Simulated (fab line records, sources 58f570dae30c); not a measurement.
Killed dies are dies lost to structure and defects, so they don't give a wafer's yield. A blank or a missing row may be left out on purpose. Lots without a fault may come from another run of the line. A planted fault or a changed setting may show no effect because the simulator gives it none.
A struck lot beside a sound one | flow berkeley_cmos170 | 14 steps out of a route of 331
Sound: wafers L457.3, L457.4, L457.6. Struck: wafers L453.2, L453.3, L453.6. The cause comes at the end.
At each step with rows: each side's tool, then ch and its chambers, then its first start. Under that, the readings that differ: sound wafers | struck wafers | difference of the means | sigmas: that difference in standard deviations of wafers without a fault.
alike: readings whose means differ by less than 2 such deviations, and words and numbers that are the same on both sides. not compared: withheld readings, readings that some wafer has no value for, bounds like >300 that may hide the same value, and numbers for which the record gives no deviation and whose values overlap.
The two part at a step that has a row with sigmas, a row that says differs or no value, or rows on one side only. Numbers that don't overlap but have no deviation are shown without sigmas and don't part them. A reading that every wafer of one side lacks parts them only if that side has two wafers or more.

UCB170_M3_SPUTTER_01: material Al, target thk 900 nm, time 120 s.
  sound on pvd_sputter-01, day 13 16:41; struck on pvd_sputter-02, day 12 07:21
  reading                | sound          | struck         | difference | sigmas
  throttle_valve_pct (%) | 29.1 29.2 27.9 | 30.3 31.2 30.9 | +2.1       | +2
UCB170_M3_RS_MEAS_02: measures by four-point-probe.
  sound on film_metro-02, day 13 16:49; struck on film_metro-02, day 12 07:27
  alike: M3_AL_RS
UCB170_M3_THK_MEAS_03: measures by xrf.
  sound on film_metro-02, day 13 16:55; struck on film_metro-02, day 12 07:34
  alike: M3_AL_THK
then, 3 steps without rows for these wafers: UCB170_M3_HMDS_04 (prime time 60 s); UCB170_M3_COAT_05 (resist thk 900 nm); UCB170_M3_SOFTBAKE_06 (time 60 s).
UCB170_M3_STRIP_07: strips in O2.
  sound on plasma_asher-02 ch 0,1, day 13 17:41; struck on plasma_asher-01 ch 0,1, day 12 08:04
  alike: drypump_motor_current_A, oes_product_au, strip_time_to_endpoint_s
  not compared: rf_hours_counter_h
then, 5 steps without rows for these wafers: UCB170_M3_STRIP_08 (strips KrF in DMSO, time 600 s); UCB170_M3_COAT_09; UCB170_M3_COAT_10 (resist thk 900 nm); UCB170_M3_SOFTBAKE_11 (time 60 s); UCB170_M3_EXPOSE_12 (exposes mask METAL3, target cd 700 nm).
UCB170_M3_PEB_13:
  sound on litho_track-01 ch 0, day 13 19:17; struck on litho_track-03, day 12 10:28
  no value came back on the struck wafers for chill_plate_temp_C (C), exhaust_pa (Pa); on the sound wafers chill_plate_temp_C (C) reads 22.92 22.70 23.04
then, 1 step without rows for these wafers: UCB170_M3_DEVELOP_14 (develop time 45 s).

WHERE THEY PART
First at UCB170_M3_SPUTTER_01; last, within this record, at UCB170_M3_PEB_13.

WHY: what the simulator had put in
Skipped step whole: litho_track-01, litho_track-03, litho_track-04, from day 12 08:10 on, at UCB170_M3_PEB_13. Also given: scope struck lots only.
